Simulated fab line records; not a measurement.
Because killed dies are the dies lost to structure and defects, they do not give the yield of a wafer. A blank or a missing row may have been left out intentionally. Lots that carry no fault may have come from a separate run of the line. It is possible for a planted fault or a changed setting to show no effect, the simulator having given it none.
Which of the tools did it? | flow berkeley-cmos170 | Sampling: 15 lots, 45 wafers, 6 of 331 route steps

WHAT THE GAUGES READ, wafer by wafer
UCB170_PLDD_OVL_MEAS_07. Usual: PLDD_OVL typically reads 3 nm, with standard deviation 5.4.
lot  | measured     | on         | PLDD_OVL (nm) | flag
L240 | day 7 05:00  | overlay-01 | 5 -3 -4       |
L239 | day 7 05:02  | overlay-02 | 2 4 4         |
L244 | day 7 17:31  | overlay-02 | 2 4 0         |
L242 | day 7 17:45  | overlay-02 | 8 -2 4        |
L245 | day 7 17:48  | overlay-01 | 6 7 15        |
L246 | day 7 21:53  | overlay-01 | 8 11 7        |
L247 | day 7 22:14  | overlay-01 | 4 5 9         |
L248 | day 8 06:59  | overlay-01 | -2 0 5        |
L249 | day 8 23:57  | overlay-01 | 1 7 4         |
L254 | day 9 08:49  | overlay-01 | 3 3 7         |
L253 | day 9 12:04  | overlay-01 | 3 -1 5        |
L255 | day 9 22:29  | overlay-01 | 6 10 3        |
L252 | day 9 22:58  | overlay-01 | -10 0 -6      |
L259 | day 11 07:42 | overlay-01 | 7 1 10        |
L260 | day 11 07:46 | overlay-02 | -4 0 0        |

UCB170_PLDD_TW_MEAS_11. Usual: PLDD_TW typically reads 1006, with standard deviation 5.1.
lot  | measured     | on            | PLDD_TW        | flag
L240 | day 7 05:26  | film-metro-03 | 1011 1006 1005 |
L239 | day 7 05:28  | film-metro-02 | 1004 1005 1005 |
L244 | day 7 17:58  | film-metro-03 | 1011 1005 1010 |
L242 | day 7 18:12  | film-metro-02 | 1002 1003 1004 |
L245 | day 7 18:16  | film-metro-03 | 1007 1001 1005 |
L246 | day 7 22:19  | film-metro-02 | 1000 1003 1002 |
L247 | day 7 22:40  | film-metro-01 | 1010 1008 1008 |
L248 | day 8 07:29  | film-metro-02 | 1007 1001 1003 |
L249 | day 9 00:23  | film-metro-01 | 1004 1008 1000 |
L254 | day 9 09:16  | film-metro-02 | 998 998 1000   |
L253 | day 9 12:31  | film-metro-02 | 993 1002 996   |
L255 | day 9 22:56  | film-metro-01 | 1004 998 1011  |
L252 | day 9 23:44  | film-metro-01 | 1149 1144 1142 | OFF
L259 | day 11 08:28 | film-metro-02 | 1147 1145 1143 | OFF
L260 | day 11 08:31 | film-metro-01 | 1138 1138 1137 | OFF

UCB170_SDANNEAL_RS_MEAS_04: measures by four-point-probe. Usual: PLDD_RS typically reads 1032.0 ohm/sq, with standard deviation 2.9.
lot  | measured     | on            | PLDD_RS (ohm/sq)     | flag
L240 | day 7 16:21  | film-metro-02 | 1033.0 1033.0 1033.5 |
L239 | day 7 16:35  | film-metro-01 | 1030.9 1030.4 1033.0 |
L244 | day 8 07:14  | film-metro-02 | 1030.2 1031.9 1034.0 |
L242 | day 8 07:29  | film-metro-03 | 1035.6 1035.5 1035.6 |
L245 | day 8 07:14  | film-metro-01 | 1034.3 1033.7 1033.0 |
L246 | day 8 12:35  | film-metro-01 | 1033.2 1032.7 1031.0 |
L247 | day 8 12:23  | film-metro-03 | 1031.3 1029.5 1030.1 |
L248 | day 8 20:17  | film-metro-03 | 1033.1 1031.8 1030.4 |
L249 | day 9 16:15  | film-metro-03 | 1026.4 1025.7 1028.6 |
L254 | day 9 22:11  | film-metro-02 | 1029.9 1028.5 1030.1 |
L253 | day 9 22:01  | film-metro-03 | 1032.7 1032.1 1034.1 |
L255 | day 10 12:32 | film-metro-02 | 1032.4 1033.7 1031.1 |
L252 | day 10 12:57 | film-metro-03 | 753.4 755.0 751.6    | OFF
L259 | day 11 20:02 | film-metro-02 | 756.7 756.5 759.0    | OFF
L260 | day 11 19:52 | film-metro-01 | 759.2 757.1 761.5    | OFF

WHAT TOOL EACH LOT RAN ON (gives the tool, then ch and the chambers of the sampled wafers, and finally the start)
lot  | UCB170_GATE_ETCH_14                | UCB170_GATE_ETCH_15              | UCB170_PLDD_IMPLANT_09
L240 | rie-diel-04 ch 0,1, day 7 02:55    | rie-si-01 ch 1,2, day 7 02:57    | implanter-02 ch 0, day 7 05:12
L239 | rie-diel-03 ch 0,2,3, day 7 03:13  | rie-si-02 ch 0,2,3, day 7 03:16  | implanter-04 ch 0, day 7 05:13
L244 | rie-diel-03 ch 1,3, day 7 15:40    | rie-si-02 ch 0,1, day 7 15:42    | implanter-04 ch 0, day 7 17:43
L242 | rie-diel-02 ch 0,2,3, day 7 15:47  | rie-si-01 ch 0,1,2, day 7 15:50  | implanter-02 ch 0, day 7 17:59
L245 | rie-diel-04 ch 0,1, day 7 16:03    | rie-si-02 ch 1,2,3, day 7 16:05  | implanter-04 ch 0, day 7 18:01
L246 | rie-diel-02 ch 0,1,2, day 7 20:20  | rie-si-02 ch 1,2, day 7 20:23    | implanter-03 ch 0, day 7 22:05
L247 | rie-diel-03 ch 0,3, day 7 20:31    | rie-si-01 ch 0,1,2, day 7 20:33  | implanter-02 ch 0, day 7 22:25
L248 | rie-diel-04 ch 2,3, day 8 03:36    | rie-si-02 ch 1,2, day 8 03:38    | implanter-02 ch 0, day 8 07:10
L249 | rie-diel-03 ch 1,2,3, day 8 22:17  | rie-si-01 ch 0,2,3, day 8 22:19  | implanter-04 ch 0, day 9 00:08
L254 | rie-diel-04 ch 0,2,3, day 9 05:41  | rie-si-02 ch 0,1,2, day 9 05:44  | implanter-02 ch 0, day 9 09:01
L253 | rie-diel-03 ch 0,2,3, day 9 10:32  | rie-si-01 ch 0,1, day 9 10:34    | implanter-03 ch 0, day 9 12:16
L255 | rie-diel-02 ch 0,2,3, day 9 20:47  | rie-si-02 ch 0,1,3, day 9 20:50  | implanter-03 ch 0, day 9 22:43
L252 | rie-diel-04 ch 0,1,3, day 9 21:04  | rie-si-01 ch 1,2,3, day 9 21:06  | implanter-02 ch 0, day 9 23:10
L259 | rie-diel-03 ch 0,1,3, day 11 01:57 | rie-si-01 ch 1,2,3, day 11 01:59 | implanter-04 ch 0, day 11 07:55
L260 | rie-diel-04 ch 1,2,3, day 11 02:11 | rie-si-02 ch 0,1,3, day 11 02:14 | implanter-03 ch 0, day 11 07:59
- UCB170_GATE_ETCH_14: etches BARC in N2/H2.
- UCB170_GATE_ETCH_15: etches poly-Si in HBr/Cl2, stops on SiO2, time 56.3 s, target depth 278.2 nm.
- UCB170_PLDD_IMPLANT_09

AS READ BY THE TOOLS THEMSELVES (means over the sampled wafers that have a number; for cases with no such wafer, the mark the record gives instead)
UCB170_GATE_ETCH_14. Usual: drypump-motor-current-A 5.7 A, standard deviation 0.51; h2-flow-sccm 200.1 sccm, standard deviation 0.51; oes-product-au 0.995 a.u., standard deviation 0.023; throttle-valve-pct 13.32 %, standard deviation 0.22.
lot  | tool        | drypump-motor-current-A (A) | h2-flow-sccm (sccm) | oes-product-au (a.u.) | throttle-valve-pct (%) | flag
L240 | rie-diel-04 | 5.2                         | 200.1               | 1.007                 | 13.50                  |
L239 | rie-diel-03 | 5.9                         | 200.6               | 0.983                 | 13.18                  |
L244 | rie-diel-03 | 5.9                         | 200.0               | 0.989                 | 13.38                  |
L242 | rie-diel-02 | 5.8                         | 200.4               | 1.021                 | 13.48                  |
L245 | rie-diel-04 | 5.5                         | 199.9               | 1.010                 | 13.45                  |
L246 | rie-diel-02 | 5.8                         | 199.8               | 1.010                 | 13.24                  |
L247 | rie-diel-03 | 5.9                         | 199.4               | 0.985                 | 13.23                  |
L248 | rie-diel-04 | 5.4                         | 200.1               | 0.980                 | 13.34                  |
L249 | rie-diel-03 | 5.9                         | 200.3               | 0.989                 | 13.34                  |
L254 | rie-diel-04 | 5.6                         | 199.9               | 0.982                 | 13.33                  |
L253 | rie-diel-03 | 5.9                         | 200.6               | 0.981                 | 13.19                  |
L255 | rie-diel-02 | 5.7                         | 200.3               | 1.021                 | 13.47                  |
L252 | rie-diel-04 | 5.5                         | 199.8               | 0.988                 | 13.39                  |
L259 | rie-diel-03 | 6.1                         | 200.2               | 0.972                 | 13.26                  |
L260 | rie-diel-04 | 5.4                         | 199.8               | 0.986                 | 13.39                  |

UCB170_GATE_ETCH_15. Usual: drypump-motor-current-A 5.7 A, standard deviation 0.34; oes-product-au 0.833 a.u., standard deviation 0.014; throttle-valve-pct 26.52 %, standard deviation 0.14.
lot  | tool      | drypump-motor-current-A (A) | oes-product-au (a.u.) | throttle-valve-pct (%) | flag
L240 | rie-si-01 | 6.2                         | 0.844                 | 26.63                  |
L239 | rie-si-02 | 5.7                         | 0.836                 | 26.41                  |
L244 | rie-si-02 | 5.4                         | 0.824                 | 26.42                  |
L242 | rie-si-01 | 6.0                         | 0.826                 | 26.54                  |
L245 | rie-si-02 | 5.4                         | 0.836                 | 26.51                  |
L246 | rie-si-02 | 5.3                         | 0.835                 | 26.48                  |
L247 | rie-si-01 | 6.0                         | 0.831                 | 26.55                  |
L248 | rie-si-02 | 5.5                         | 0.840                 | 26.42                  |
L249 | rie-si-01 | 5.8                         | 0.824                 | 26.56                  |
L254 | rie-si-02 | 5.6                         | 0.826                 | 26.37                  |
L253 | rie-si-01 | 5.8                         | 0.829                 | 26.47                  |
L255 | rie-si-02 | 5.5                         | 0.828                 | 26.46                  |
L252 | rie-si-01 | 5.9                         | 0.837                 | 26.61                  |
L259 | rie-si-01 | 5.9                         | 0.838                 | 26.62                  |
L260 | rie-si-02 | 5.5                         | 0.840                 | 26.46                  |

UCB170_PLDD_IMPLANT_09. Usual: 9.98 s for beam-on-s, sd 0.18.
lot  | tool         | beam-on-s (s) | flag
L240 | implanter-02 | 10.11         |
L239 | implanter-04 | 9.90          |
L244 | implanter-04 | 10.05         |
L242 | implanter-02 | 9.87          |
L245 | implanter-04 | 10.01         |
L246 | implanter-03 | 9.87          |
L247 | implanter-02 | 10.20         |
L248 | implanter-02 | 10.11         |
L249 | implanter-04 | 9.98          |
L254 | implanter-02 | 9.94          |
L253 | implanter-03 | 10.27         |
L255 | implanter-03 | 9.88          |
L252 | implanter-02 | 10.00         |
L259 | implanter-04 | 10.10         |
L260 | implanter-03 | 9.99          |

THE ANSWER, worked out from the rows above alone
Rule: a lot counts as off when the mean over its wafers that have a number is more than 3 standard deviations away from the usual mean. Also off: a lot with no number at a reading for which 4 or more lots have one. Any other lot the step has rows for is counted as sound. The gauges are gone through in route order, then the tools' own readings, and for those a lot's mean is taken as printed above. The first step at which some lot is off is used, and at that step the reading that is off furthest; a lot without a number counts as furthest.
Off: L252, L259, L260, at UCB170_PLDD_TW_MEAS_11 (PLDD_TW).
If a tool, at a process step before that reading, ran all the lots that are off and no sound lot after the first of them, it fits. Gauges at UCB170_PLDD_TW_MEAS_11: tried the same way as those tools. Not one of the candidates tried fits.

WHAT HAD BEEN PUT IN BY THE SIMULATOR
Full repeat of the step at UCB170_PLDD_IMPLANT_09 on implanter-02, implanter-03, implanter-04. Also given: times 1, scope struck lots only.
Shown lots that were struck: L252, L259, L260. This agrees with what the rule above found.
